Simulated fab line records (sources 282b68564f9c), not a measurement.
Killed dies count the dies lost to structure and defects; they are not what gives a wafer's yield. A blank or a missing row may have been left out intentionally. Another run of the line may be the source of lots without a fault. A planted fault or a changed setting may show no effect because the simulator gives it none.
Which of the tools did it? + flow ritCmos + 42 wafers from 14 lots sampled at 2 of the route's 202 steps

## WHAT EACH GAUGE READ, for each wafer
The record lacks any reading of a measuring or inspecting step that a usual standard deviation could be used to judge.

## EACH LOT AND THE TOOL THAT RAN IT (in order: tool; ch and the chambers of the sampled wafers; start)
| lot  | RIT_M1_SOFTBAKE_05              | RIT_M1_PROBE_99        |
|------|---------------------------------|------------------------|
| L281 | lithoTrack-03 ch 0, day 3 07:40 | -                      |
| L282 | lithoTrack-01 ch 0, day 3 13:22 | -                      |
| L283 | lithoTrack-03 ch 0, day 3 17:17 | -                      |
| L284 | lithoTrack-03 ch 0, day 3 23:11 | -                      |
| L285 | lithoTrack-02 ch 0, day 4 08:59 | -                      |
| L286 | lithoTrack-02 ch 0, day 4 10:43 | -                      |
| L287 | lithoTrack-03 ch 0, day 4 12:42 | -                      |
| L293 | lithoTrack-03 ch 0, day 6 04:16 | prober-02, day 6 07:38 |
| L294 | lithoTrack-01 ch 0, day 6 06:08 | -                      |
| L295 | lithoTrack-03 ch 0, day 6 10:25 | -                      |
| L297 | lithoTrack-01 ch 0, day 6 23:28 | -                      |
| L298 | lithoTrack-02 ch 0, day 7 09:59 | -                      |
| L300 | lithoTrack-02 ch 0, day 7 11:41 | prober-01, day 7 14:59 |
| L304 | lithoTrack-01 ch 0, day 8 09:06 | -                      |
- RIT_M1_SOFTBAKE_05: time 60 s.
- RIT_M1_PROBE_99

## AS READ BY THE TOOLS THEMSELVES (means over the sampled wafers that have a number; for cases with no such wafer, the mark the record gives instead)
RIT_M1_SOFTBAKE_05.
| lot  | tool          | heaterPowerTotalW (W) | plateTempC (C) |
|------|---------------|-----------------------|----------------|
| L281 | lithoTrack-03 | 34.62                 | 90.04          |
| L282 | lithoTrack-01 | 34.58                 | 89.94          |
| L283 | lithoTrack-03 | 34.54                 | 90.02          |
| L284 | lithoTrack-03 | 34.54                 | 90.04          |
| L285 | lithoTrack-02 | 34.57                 | 89.88          |
| L286 | lithoTrack-02 | 34.55                 | 90.11          |
| L287 | lithoTrack-03 | 34.55                 | 90.04          |
| L293 | lithoTrack-03 | 35.15                 | 91.37          |
| L294 | lithoTrack-01 | 34.61                 | 89.72          |
| L295 | lithoTrack-03 | 35.22                 | 91.35          |
| L297 | lithoTrack-01 | 34.54                 | 89.88          |
| L298 | lithoTrack-02 | 34.56                 | 90.15          |
| L300 | lithoTrack-02 | 34.55                 | 89.98          |
| L304 | lithoTrack-01 | 34.53                 | 89.89          |

RIT_M1_PROBE_99.
| lot  | tool      | defectLimitedYield (%) | killed_at_M0_to_M3 | killedAtContacts | killedAtFrontEnd | killedDies | killedOpen | killedShort | sort_bin_3_pad_short (%) | sort_bin_5_function (%) | sort_bin_6_memory (%) | sortNPass | sortYieldPct (%) |
|------|-----------|------------------------|--------------------|------------------|------------------|------------|------------|-------------|--------------------------|-------------------------|-----------------------|-----------|------------------|
| L293 | prober-02 | 95.8                   | 0.0                | 0.0              | 11               | 11         | 5.0        | 6.0         | 0.1                      | 2.9                     | 1.2                   | 253       | 95.8             |
| L300 | prober-01 | 95.6                   | 0.0                | 0.0              | 12               | 12         | 7.0        | 4.7         | 0.3                      | 2.4                     | 1.8                   | 252       | 95.6             |

## THE ANSWER, worked out from the rows above alone
Rule: the lots themselves supply what counts as usual. The widest of any qualifying gaps counts: lots, ordered by their means at a reading, are off when they make up no more than a third of the lots, leave a main group of 4 or more, and stand apart from it by 3 or more times the standard deviation of that group's means. If all means in a main group match to the digits the tables above print for the reading, that group is not used. Also off: a lot with no number at a reading for which 4 or more lots have one. All remaining lots with rows at the step are treated as sound. After the gauges, taken in route order, come the tools' own readings; for these a lot's mean is taken, as printed above. At the first step where some lot is off, the reading lying furthest off is the one used; lots without a number count as furthest.
Off: L293, L295, at RIT_M1_SOFTBAKE_05 (heaterPowerTotalW). Main group: mean 34.56 W, sd 0.027.
A tool fits if, at that step or a process step before it, it ran every lot that is off, and no sound lot after the first of them. One fits: lithoTrack-03 at RIT_M1_SOFTBAKE_05. Its last sound lot is L287 (day 4 12:42), its first lot that is off L293 (day 6 04:16): a fault that began between those two fits.
The tool's own readings at RIT_M1_SOFTBAKE_05 bear it out: on the lots that are off they differ by more than 5 times the standard deviation of the sound lots' means. heaterPowerTotalW reads 35.19 W there against 34.56 W on the sound lots; plateTempC reads 91.36 C there against 89.97 C on the sound lots.

## WHAT THE SIMULATOR HAD INSERTED
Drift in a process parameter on lithoTrack-03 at RIT_M1_SOFTBAKE_05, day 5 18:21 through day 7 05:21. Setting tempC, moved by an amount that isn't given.
Lots struck among those shown: L293, L295. Same finding as the rule above.
